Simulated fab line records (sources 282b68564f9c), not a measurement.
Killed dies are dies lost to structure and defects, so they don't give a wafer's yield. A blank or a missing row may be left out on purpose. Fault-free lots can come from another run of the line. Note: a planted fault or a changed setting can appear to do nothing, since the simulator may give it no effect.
fab line records / flow ritCmos / part 2 of 2: steps 27 to 27 of 27
[record] lots = 5 wafers = 23
route steps=202 shown ACTIVE@2 FOX2@23 NRETRO@55 PRETRO@65 GATE@79 NSD@139 M1@202
startH: hours from the record's opening day to when the first of the lot's shown wafers began / waitH: hours since the lot's step before / " the same as in the row above / L1.1+2: a single row standing in for several wafers / - either no value or no given start / * or withheld: withheld / < > ~ a bound
route shown NAME@n: names a module that has steps shown in the file, with the first one's number in the route / usual: average and standard deviation across the fault-free wafers / same: alike in all rows / chamber/n: place in a boat / sites: each site's reading / _std_site: their standard deviation / _edge_site: outer sites' mean less inner sites' / radiusMm: for every site, how far away it sits from the centre of the wafer / mask NAME#n: copy n / behind: the tool/chamber that last shaped the wafer / hold: reason for holding the lot/hours on hold/outcome of the hold / device: which transistor (n, p or np) failed to switch / end of line: tests of these same wafers at the route's end / where a step has no rows: the recipe by itself / killed: the dies lost at the first sort to structure and to defects; this is not the yield of the wafer / map: per-die view of a wafer (x killed, . not killed, _ where there is no die)
set.NAME: the setting as run; set.NAME@STEP: as run at that earlier step / model.NAME: the simulator's own value behind a step, which no gauge read
one table per step and one row per wafer, for lots whose settings were changed on purpose
[[steps]]
[step RIT_M1_PROBE_99]
[usual] killedAtContacts = 0.1/0.35 killedAtFrontEnd = 7/3.3 killedDies = 8/3.3 killedOpen = 3.4/1.8 killedShort = 4.1/2.2
[same] grossDies = 264 killed_at_M0_to_M3 = 0 killed_at_M4_up = 0 killedAtBackSide = 0 killedAtOther = 0
lot.wafer=L076.1 tool=prober-01 chamber=- startH=70.70 waitH=0.1 set.developTimeS@GATE_DEVELOP_15=50 killedAtContacts=0 killedAtFrontEnd=8 killedDies=8 killedOpen=3 killedShort=5 model.etest.nmos_0p15.driveUaUm=490.3 model.etest.nmos_0p15.rOnOhmUm=1069 model.etest.nmos_0p3.rOnOhmUm=2082 model.etest.pmos_0p15.driveUaUm=274.4 model.etest.pmos_0p15.rOnOhmUm=2601 model.etest.pmos_0p3.rOnOhmUm=6063 model.etest.pmosTurned.rOnOhmUm=3225
lot.wafer=L076.2 tool=prober-01 chamber=- startH=70.75 waitH=0.1 set.developTimeS@GATE_DEVELOP_15=43.73 killedAtContacts=0 killedAtFrontEnd=8 killedDies=8 killedOpen=3 killedShort=5 model.etest.nmos_0p15.driveUaUm=395.5 model.etest.nmos_0p15.rOnOhmUm=1243 model.etest.nmos_0p3.rOnOhmUm=2282 model.etest.pmos_0p15.driveUaUm=209.8 model.etest.pmos_0p15.rOnOhmUm=3269 model.etest.pmos_0p3.rOnOhmUm=6916 model.etest.pmosTurned.rOnOhmUm=3901
lot.wafer=L076.3 tool=prober-01 chamber=- startH=70.80 waitH=0.2 set.developTimeS@GATE_DEVELOP_15=43.73 killedAtContacts=0 killedAtFrontEnd=4 killedDies=4 killedOpen=1 killedShort=2 model.etest.nmos_0p15.driveUaUm=393.4 model.etest.nmos_0p15.rOnOhmUm=1300 model.etest.nmos_0p3.rOnOhmUm=2314 model.etest.pmos_0p15.driveUaUm=209.3 model.etest.pmos_0p15.rOnOhmUm=3265 model.etest.pmos_0p3.rOnOhmUm=6784 model.etest.pmosTurned.rOnOhmUm=3958
lot.wafer=L076.5 tool=prober-01 chamber=- startH=70.90 waitH=0.2 set.developTimeS@GATE_DEVELOP_15=50 killedAtContacts=0 killedAtFrontEnd=5 killedDies=5 killedOpen=2 killedShort=3 model.etest.nmos_0p15.driveUaUm=479.9 model.etest.nmos_0p15.rOnOhmUm=1081 model.etest.nmos_0p3.rOnOhmUm=2112 model.etest.pmos_0p15.driveUaUm=264.4 model.etest.pmos_0p15.rOnOhmUm=2688 model.etest.pmos_0p3.rOnOhmUm=6186 model.etest.pmosTurned.rOnOhmUm=3342
lot.wafer=L076.6 tool=prober-01 chamber=- startH=70.95 waitH=0.2 set.developTimeS@GATE_DEVELOP_15=50 killedAtContacts=1 killedAtFrontEnd=6 killedDies=7 killedOpen=4 killedShort=3 model.etest.nmos_0p15.driveUaUm=470.1 model.etest.nmos_0p15.rOnOhmUm=1136 model.etest.nmos_0p3.rOnOhmUm=2168 model.etest.pmos_0p15.driveUaUm=254.3 model.etest.pmos_0p15.rOnOhmUm=2756 model.etest.pmos_0p3.rOnOhmUm=6366 model.etest.pmosTurned.rOnOhmUm=3440
lot.wafer=L079.1 tool=prober-01 chamber=- startH=85.33 waitH=0.1 set.developTimeS@GATE_DEVELOP_15=50 killedAtContacts=0 killedAtFrontEnd=8 killedDies=8 killedOpen=3 killedShort=5 model.etest.nmos_0p15.driveUaUm=479.2 model.etest.nmos_0p15.rOnOhmUm=1142 model.etest.nmos_0p3.rOnOhmUm=2150 model.etest.pmos_0p15.driveUaUm=266.7 model.etest.pmos_0p15.rOnOhmUm=2669 model.etest.pmos_0p3.rOnOhmUm=6242 model.etest.pmosTurned.rOnOhmUm=3331
lot.wafer=L079.3 tool=prober-01 chamber=- startH=85.43 waitH=0.2 set.developTimeS@GATE_DEVELOP_15=50 killedAtContacts=0 killedAtFrontEnd=6 killedDies=6 killedOpen=2 killedShort=4 model.etest.nmos_0p15.driveUaUm=482.1 model.etest.nmos_0p15.rOnOhmUm=1102 model.etest.nmos_0p3.rOnOhmUm=2128 model.etest.pmos_0p15.driveUaUm=272.5 model.etest.pmos_0p15.rOnOhmUm=2606 model.etest.pmos_0p3.rOnOhmUm=6164 model.etest.pmosTurned.rOnOhmUm=3269
lot.wafer=L079.4 tool=prober-01 chamber=- startH=85.48 waitH=0.2 set.developTimeS@GATE_DEVELOP_15=44.14 killedAtContacts=0 killedAtFrontEnd=6 killedDies=6 killedOpen=4 killedShort=2 model.etest.nmos_0p15.driveUaUm=419.8 model.etest.nmos_0p15.rOnOhmUm=1221 model.etest.nmos_0p3.rOnOhmUm=2214 model.etest.pmos_0p15.driveUaUm=229.5 model.etest.pmos_0p15.rOnOhmUm=3014 model.etest.pmos_0p3.rOnOhmUm=6497 model.etest.pmosTurned.rOnOhmUm=3677
lot.wafer=L079.5 tool=prober-01 chamber=- startH=85.53 waitH=0.2 set.developTimeS@GATE_DEVELOP_15=44.14 killedAtContacts=0 killedAtFrontEnd=3 killedDies=3 killedOpen=2 killedShort=1 model.etest.nmos_0p15.driveUaUm=405.4 model.etest.nmos_0p15.rOnOhmUm=1268 model.etest.nmos_0p3.rOnOhmUm=2293 model.etest.pmos_0p15.driveUaUm=224.6 model.etest.pmos_0p15.rOnOhmUm=3096 model.etest.pmos_0p3.rOnOhmUm=6602 model.etest.pmosTurned.rOnOhmUm=3776
lot.wafer=L079.6 tool=prober-01 chamber=- startH=85.58 waitH=0.2 set.developTimeS@GATE_DEVELOP_15=44.14 killedAtContacts=0 killedAtFrontEnd=8 killedDies=8 killedOpen=3 killedShort=4 model.etest.nmos_0p15.driveUaUm=405.6 model.etest.nmos_0p15.rOnOhmUm=1258 model.etest.nmos_0p3.rOnOhmUm=2313 model.etest.pmos_0p15.driveUaUm=217.6 model.etest.pmos_0p15.rOnOhmUm=3167 model.etest.pmos_0p3.rOnOhmUm=6810 model.etest.pmosTurned.rOnOhmUm=3813
lot.wafer=L078.1 tool=prober-02 chamber=- startH=86.83 waitH=0.1 set.developTimeS@GATE_DEVELOP_15=50 killedAtContacts=0 killedAtFrontEnd=10 killedDies=10 killedOpen=3 killedShort=7 model.etest.nmos_0p15.driveUaUm=476.2 model.etest.nmos_0p15.rOnOhmUm=1139 model.etest.nmos_0p3.rOnOhmUm=2147 model.etest.pmos_0p15.driveUaUm=259 model.etest.pmos_0p15.rOnOhmUm=2730 model.etest.pmos_0p3.rOnOhmUm=6244 model.etest.pmosTurned.rOnOhmUm=3431
lot.wafer=L078.2 tool=prober-02 chamber=- startH=86.88 waitH=0.1 set.developTimeS@GATE_DEVELOP_15=50 killedAtContacts=0 killedAtFrontEnd=5 killedDies=5 killedOpen=2 killedShort=3 model.etest.nmos_0p15.driveUaUm=479.2 model.etest.nmos_0p15.rOnOhmUm=1141 model.etest.nmos_0p3.rOnOhmUm=2126 model.etest.pmos_0p15.driveUaUm=258.2 model.etest.pmos_0p15.rOnOhmUm=2734 model.etest.pmos_0p3.rOnOhmUm=6187 model.etest.pmosTurned.rOnOhmUm=3471
lot.wafer=L078.3 tool=prober-02 chamber=- startH=86.93 waitH=0.2 set.developTimeS@GATE_DEVELOP_15=43.35 killedAtContacts=0 killedAtFrontEnd=8 killedDies=8 killedOpen=4 killedShort=3 model.etest.nmos_0p15.driveUaUm=389.4 model.etest.nmos_0p15.rOnOhmUm=1353 model.etest.nmos_0p3.rOnOhmUm=2342 model.etest.pmos_0p15.driveUaUm=202.8 model.etest.pmos_0p15.rOnOhmUm=3409 model.etest.pmos_0p3.rOnOhmUm=6902 model.etest.pmosTurned.rOnOhmUm=4070
lot.wafer=L078.5 tool=prober-02 chamber=- startH=87.03 waitH=0.2 set.developTimeS@GATE_DEVELOP_15=43.35 killedAtContacts=0 killedAtFrontEnd=13 killedDies=13 killedOpen=6 killedShort=7 model.etest.nmos_0p15.driveUaUm=403.7 model.etest.nmos_0p15.rOnOhmUm=1314 model.etest.nmos_0p3.rOnOhmUm=2292 model.etest.pmos_0p15.driveUaUm=211.6 model.etest.pmos_0p15.rOnOhmUm=3265 model.etest.pmos_0p3.rOnOhmUm=6813 model.etest.pmosTurned.rOnOhmUm=3944
lot.wafer=L078.6 tool=prober-02 chamber=- startH=87.08 waitH=0.2 set.developTimeS@GATE_DEVELOP_15=43.35 killedAtContacts=0 killedAtFrontEnd=8 killedDies=8 killedOpen=3 killedShort=4 model.etest.nmos_0p15.driveUaUm=389.4 model.etest.nmos_0p15.rOnOhmUm=1317 model.etest.nmos_0p3.rOnOhmUm=2312 model.etest.pmos_0p15.driveUaUm=207 model.etest.pmos_0p15.rOnOhmUm=3314 model.etest.pmos_0p3.rOnOhmUm=6791 model.etest.pmosTurned.rOnOhmUm=3984
lot.wafer=L084.2 tool=prober-01 chamber=- startH=113.96 waitH=0.1 set.developTimeS@GATE_DEVELOP_15=50 killedAtContacts=1 killedAtFrontEnd=11 killedDies=12 killedOpen=9 killedShort=3 model.etest.nmos_0p15.driveUaUm=464.8 model.etest.nmos_0p15.rOnOhmUm=1138 model.etest.nmos_0p3.rOnOhmUm=2149 model.etest.pmos_0p15.driveUaUm=250.2 model.etest.pmos_0p15.rOnOhmUm=2792 model.etest.pmos_0p3.rOnOhmUm=6246 model.etest.pmosTurned.rOnOhmUm=3544
lot.wafer=L084.4 tool=prober-01 chamber=- startH=114.06 waitH=0.2 set.developTimeS@GATE_DEVELOP_15=50 killedAtContacts=0 killedAtFrontEnd=1 killedDies=1 killedOpen=0 killedShort=1 model.etest.nmos_0p15.driveUaUm=448.8 model.etest.nmos_0p15.rOnOhmUm=1176 model.etest.nmos_0p3.rOnOhmUm=2166 model.etest.pmos_0p15.driveUaUm=244.6 model.etest.pmos_0p15.rOnOhmUm=2860 model.etest.pmos_0p3.rOnOhmUm=6314 model.etest.pmosTurned.rOnOhmUm=3608
lot.wafer=L084.5 tool=prober-01 chamber=- startH=114.11 waitH=0.2 set.developTimeS@GATE_DEVELOP_15=50 killedAtContacts=0 killedAtFrontEnd=10 killedDies=10 killedOpen=3 killedShort=7 model.etest.nmos_0p15.driveUaUm=444.2 model.etest.nmos_0p15.rOnOhmUm=1219 model.etest.nmos_0p3.rOnOhmUm=2222 model.etest.pmos_0p15.driveUaUm=237.4 model.etest.pmos_0p15.rOnOhmUm=2968 model.etest.pmos_0p3.rOnOhmUm=6519 model.etest.pmosTurned.rOnOhmUm=3694
lot.wafer=L085.1 tool=prober-02 chamber=- startH=118.42 waitH=0.1 set.developTimeS@GATE_DEVELOP_15=50 killedAtContacts=0 killedAtFrontEnd=9 killedDies=9 killedOpen=5 killedShort=4 model.etest.nmos_0p15.driveUaUm=467.8 model.etest.nmos_0p15.rOnOhmUm=1096 model.etest.nmos_0p3.rOnOhmUm=2122 model.etest.pmos_0p15.driveUaUm=246.1 model.etest.pmos_0p15.rOnOhmUm=2823 model.etest.pmos_0p3.rOnOhmUm=6295 model.etest.pmosTurned.rOnOhmUm=3480
lot.wafer=L085.2 tool=prober-02 chamber=- startH=118.47 waitH=0.1 set.developTimeS@GATE_DEVELOP_15=50 killedAtContacts=0 killedAtFrontEnd=5 killedDies=5 killedOpen=2 killedShort=3 model.etest.nmos_0p15.driveUaUm=470.3 model.etest.nmos_0p15.rOnOhmUm=1140 model.etest.nmos_0p3.rOnOhmUm=2162 model.etest.pmos_0p15.driveUaUm=247.6 model.etest.pmos_0p15.rOnOhmUm=2883 model.etest.pmos_0p3.rOnOhmUm=6383 model.etest.pmosTurned.rOnOhmUm=3598
lot.wafer=L085.3 tool=prober-02 chamber=- startH=118.52 waitH=0.2 set.developTimeS@GATE_DEVELOP_15=44.07 killedAtContacts=0 killedAtFrontEnd=6 killedDies=6 killedOpen=3 killedShort=3 model.etest.nmos_0p15.driveUaUm=396.2 model.etest.nmos_0p15.rOnOhmUm=1278 model.etest.nmos_0p3.rOnOhmUm=2281 model.etest.pmos_0p15.driveUaUm=206.9 model.etest.pmos_0p15.rOnOhmUm=3336 model.etest.pmos_0p3.rOnOhmUm=6770 model.etest.pmosTurned.rOnOhmUm=3961
lot.wafer=L085.4 tool=prober-02 chamber=- startH=118.57 waitH=0.2 set.developTimeS@GATE_DEVELOP_15=44.07 killedAtContacts=0 killedAtFrontEnd=10 killedDies=10 killedOpen=2 killedShort=8 model.etest.nmos_0p15.driveUaUm=392.2 model.etest.nmos_0p15.rOnOhmUm=1283 model.etest.nmos_0p3.rOnOhmUm=2320 model.etest.pmos_0p15.driveUaUm=204.1 model.etest.pmos_0p15.rOnOhmUm=3382 model.etest.pmos_0p3.rOnOhmUm=6890 model.etest.pmosTurned.rOnOhmUm=4023
lot.wafer=L085.5 tool=prober-02 chamber=- startH=118.62 waitH=0.2 set.developTimeS@GATE_DEVELOP_15=44.07 killedAtContacts=0 killedAtFrontEnd=12 killedDies=12 killedOpen=5 killedShort=7 model.etest.nmos_0p15.driveUaUm=385.8 model.etest.nmos_0p15.rOnOhmUm=1269 model.etest.nmos_0p3.rOnOhmUm=2324 model.etest.pmos_0p15.driveUaUm=200.7 model.etest.pmos_0p15.rOnOhmUm=3429 model.etest.pmos_0p3.rOnOhmUm=6922 model.etest.pmosTurned.rOnOhmUm=4058
// killed by level:class
L076.1 GATE:geometricParticle:short=2 GATE:geometricParticle:open=2 SILICIDE:geometricParticle:short=2 REOX:geometricParticle:short=1 REOX:geometricParticle:open=1
L076.2 GATE:geometricParticle:short=3 REOX:geometricParticle:short=2 FOX1:geometricParticle:open=1 REOX:geometricParticle:open=1 SILICIDE:geometricParticle:open=1
L076.3 FOX2:geometricParticle:short=1 FOX2:geometricParticle:open=1 REOX:geometricParticle:short=1 GATE:areaDevelop=1
L076.5 GATE:geometricParticle:short=2 GATE:geometricParticle:open=2 FOX1:geometricParticle:short=1
L076.6 FOX2:geometricParticle:open=2 GATE:geometricParticle:open=2 FOX1:geometricParticle:short=1 SILICIDE:geometricParticle:short=1 CONTACT:geometricParticle:short=1
L079.1 GATE:geometricParticle:short=2 SILICIDE:geometricParticle:open=2 FOX1:geometricParticle:short=1 FOX2:geometricParticle:open=1 REOX:geometricParticle:short=1 SPACER:geometricParticle:short=1
L079.3 SPACER:geometricParticle:short=2 GATE:geometricParticle:short=1 SPACER:geometricParticle:open=1 SILICIDE:geometricParticle:short=1 SILICIDE:geometricParticle:open=1
L079.4 REOX:geometricParticle:open=2 FOX1:geometricParticle:open=1 GATE:geometricParticle:short=1 SILICIDE:geometricParticle:short=1 SILICIDE:geometricParticle:open=1
L079.5 FOX1:geometricParticle:open=1 GATE:geometricParticle:short=1 GATE:geometricParticle:open=1
L079.6 GATE:geometricParticle:short=2 REOX:geometricParticle:open=2 FOX1:geometricParticle:short=1 SPACER:geometricParticle:short=1 SPACER:geometricParticle:open=1 GATE:areaDevelop=1
L078.1 SPACER:geometricParticle:short=4 GATE:geometricParticle:short=2 SPACER:geometricParticle:open=2 FOX1:geometricParticle:short=1 SILICIDE:geometricParticle:open=1
L078.2 GATE:geometricParticle:short=2 ACTIVE:geometricParticle:short=1 GATE:geometricParticle:open=1 SPACER:geometricParticle:open=1
L078.3 GATE:geometricParticle:short=2 SPACER:geometricParticle:open=2 FOX1:geometricParticle:open=1 REOX:geometricParticle:open=1 SPACER:geometricParticle:short=1 GATE:areaDevelop=1
L078.5 GATE:geometricParticle:open=4 FOX1:geometricParticle:short=3 GATE:geometricParticle:short=3 FOX1:geometricParticle:open=2 SPACER:geometricParticle:short=1
L078.6 GATE:geometricParticle:short=2 FOX1:geometricParticle:open=1 FOX1:geometricParticle:short=1 GATE:geometricParticle:open=1 SPACER:geometricParticle:short=1 SPACER:geometricParticle:open=1 GATE:areaDevelop=1
L084.2 GATE:geometricParticle:open=6 GATE:geometricParticle:short=2 REOX:geometricParticle:open=2 SPACER:geometricParticle:open=1 CONTACT:geometricParticle:short=1
L084.4 FOX2:geometricParticle:short=1
L084.5 GATE:geometricParticle:short=5 FOX1:geometricParticle:open=1 FOX2:geometricParticle:open=1 GATE:geometricParticle:open=1 REOX:geometricParticle:short=1 SPACER:geometricParticle:short=1
L085.1 REOX:geometricParticle:short=2 REOX:geometricParticle:open=2 FOX2:geometricParticle:open=1 SPACER:geometricParticle:open=1 SPACER:geometricParticle:short=1 SILICIDE:geometricParticle:short=1 SILICIDE:geometricParticle:open=1
L085.2 SPACER:geometricParticle:short=2 FOX1:geometricParticle:short=1 FOX2:geometricParticle:open=1 GATE:geometricParticle:open=1
L085.3 GATE:geometricParticle:short=3 GATE:geometricParticle:open=2 REOX:geometricParticle:open=1
L085.4 GATE:geometricParticle:short=4 FOX1:geometricParticle:short=2 FOX1:geometricParticle:open=2 SPACER:geometricParticle:short=1 SILICIDE:geometricParticle:short=1
L085.5 GATE:geometricParticle:open=2 GATE:geometricParticle:short=2 REOX:geometricParticle:short=2 SPACER:geometricParticle:short=2 FOX1:geometricParticle:short=1 FOX2:geometricParticle:open=1 REOX:geometricParticle:open=1 SPACER:geometricParticle:open=1
[[key]]
[split] step = RIT_ACTIVE_OXIDATION_01 setting = tempC stated = 1000 by = lot
[response] step = RIT_ACTIVE_OXIDATION_01 reading = model.SiO2_of_ACTIVE_OXIDATION_01.thkNm change = +4.13 per = 1% r = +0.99
[response] step = RIT_ACTIVE_THK_MEAS_02 reading = ACTIVE_OXIDE_THK change = +4.13 per = 1% r = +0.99
[response] step = RIT_FOX2_WET_ETCH_03 reading = model.SiO2_of_ACTIVE_OXIDATION_01.thkNm change = +3.61 per = 1% r = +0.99
[split] step = RIT_FOX2_OXIDATION_00 setting = tempC stated = 1100 by = lot
[response] step = RIT_FOX2_OXIDATION_00 reading = model.SiO2_of_FOX2_OXIDATION_00.thkNm change = +19.5 per = 1% r = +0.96
[response] step = RIT_FOX2_THK_MEAS_01 reading = FOX2_OXIDE_THK change = +19.5 per = 1% r = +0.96
[response] step = RIT_FOX2_WET_ETCH_03 reading = model.SiO2_of_FOX2_OXIDATION_00.thkNm change = +19.4 per = 1% r = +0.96
[response] step = RIT_FOX2_THK_MEAS_90 reading = FIELD_OXIDE_LEFT_1_THK change = +19.4 per = 1% r = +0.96
[response] step = RIT_FOX2_THK_MEAS_91 reading = FIELD_OXIDE_LEFT_2_THK change = +19.8 per = 1% r = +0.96
[split] step = RIT_NRETRO_SOFTBAKE_02 setting = tempC stated = 90 by = wafer
[response] step = RIT_NRETRO_DEVELOP_05 reading = model.NOVOLAK_of_NRETRO_COAT_01.thkNm change = -3.5 per = 1% r = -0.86
[split] step = RIT_NRETRO_IMPLANT_08 setting = energyKev stated = 70 by = wafer
[response] step = RIT_NRETRO_IMPLANT_08 reading = model.implant.rpNm change = +0.876 per = 1% r = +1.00
[response] step = RIT_NRETRO_IMPLANT_08 reading = model.implant.drpNm change = +0.289 per = 1% r = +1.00
[split] step = RIT_PRETRO_COAT_01 setting = resistThkNm stated = 1300 by = wafer
[response] step = RIT_PRETRO_COAT_01 reading = model.NOVOLAK_of_PRETRO_COAT_01.thkNm change = +12.9 per = 1% r = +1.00
[response] step = RIT_PRETRO_HARDBAKE_07 reading = model.NOVOLAK_of_PRETRO_COAT_01.thkNm change = +11.1 per = 1% r = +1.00
[split] step = RIT_GATE_CLEAN_04 setting = timeS stated = 60 by = lot
response none clear
[split] step = RIT_GATE_DEVELOP_15 setting = developTimeS stated = 50 by = wafer
[response] step = RIT_GATE_CD_MEAS_16 reading = cdNm change = -1.92 per = 1% r = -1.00
[response] step = RIT_GATE_ETCH_19 reading = model.GATE.cdNm change = -1.93 per = 1% r = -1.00
[response] step = RIT_GATE_CD_MEAS_90 reading = cdNm change = -1.93 per = 1% r = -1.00
[response] step = RIT_M1_PROBE_99 reading = model.etest.pmos_0p3.rOnOhmUm change = -45.1 per = 1% r = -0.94
[response] step = RIT_M1_PROBE_99 reading = model.etest.pmos_0p15.rOnOhmUm change = -43.9 per = 1% r = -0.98
[response] step = RIT_M1_PROBE_99 reading = model.etest.pmosTurned.rOnOhmUm change = -42 per = 1% r = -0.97
[response] step = RIT_M1_PROBE_99 reading = model.etest.nmos_0p3.rOnOhmUm change = -13.3 per = 1% r = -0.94
[response] step = RIT_M1_PROBE_99 reading = model.etest.nmos_0p15.rOnOhmUm change = -13.2 per = 1% r = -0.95
[split] step = RIT_GATE_STRIP_20 setting = o2FlowSccm stated = 4000 by = wafer
response none clear
[split] step = RIT_NSD_IMPLANT_08 setting = energyKev stated = 25 by = wafer
[response] step = RIT_NSD_IMPLANT_08 reading = model.implant.rpNm change = +0.216 per = 1% r = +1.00
[response] step = RIT_NSD_IMPLANT_08 reading = model.implant.drpNm change = +0.0887 per = 1% r = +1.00
